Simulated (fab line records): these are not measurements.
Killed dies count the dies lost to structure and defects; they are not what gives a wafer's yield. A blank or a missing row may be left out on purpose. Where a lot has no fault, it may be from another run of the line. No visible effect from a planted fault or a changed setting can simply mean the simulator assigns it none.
Which of the tools did it? ; flow rit cmos ; route of 202 steps, sampled at 1 step: 7 lots, 21 wafers

== WHAT THE GAUGES READ, wafer by wafer ==
RIT_FOX2_THK_MEAS_90.
lot;measured;on;FIELD_OXIDE_LEFT_1_THK (nm)
L867;day 2 02:38;film metro-01;325 318 324
L871;day 3 00:19;film metro-03;324 320 325
L874;day 3 12:58;film metro-03;331 324 330
L876;day 3 21:37;film metro-04;315 318 319
L879;day 4 18:25;film metro-03;334 331 334
L881;day 5 01:19;film metro-04;337 332 332
L889;day 7 05:17;film metro-01;329 330 335

== TOOL THAT RAN EACH LOT (tool first, then ch and the chambers of the sampled wafers, then the start) ==
Before these readings, the record contains no process step.

== THE ANSWER, worked out from the rows above alone ==
Rule: the usual values come from the lots themselves. The widest of any qualifying gaps counts: lots, ordered by their means at a reading, are off when they make up no more than a third of the lots, leave a main group of 4 or more, and stand apart from it by 3 or more times the standard deviation of that group's means. The tables above print the reading to a certain number of digits; a main group whose means all agree to those digits is not used. A lot without any number at a reading at which 4 lots or more have one is off too. Where the step has rows for the other lots, those lots are counted as sound.
No lot is off on any of the readings shown, so nothing can be concluded from this.

== WHAT THE SIMULATOR PUT IN ==
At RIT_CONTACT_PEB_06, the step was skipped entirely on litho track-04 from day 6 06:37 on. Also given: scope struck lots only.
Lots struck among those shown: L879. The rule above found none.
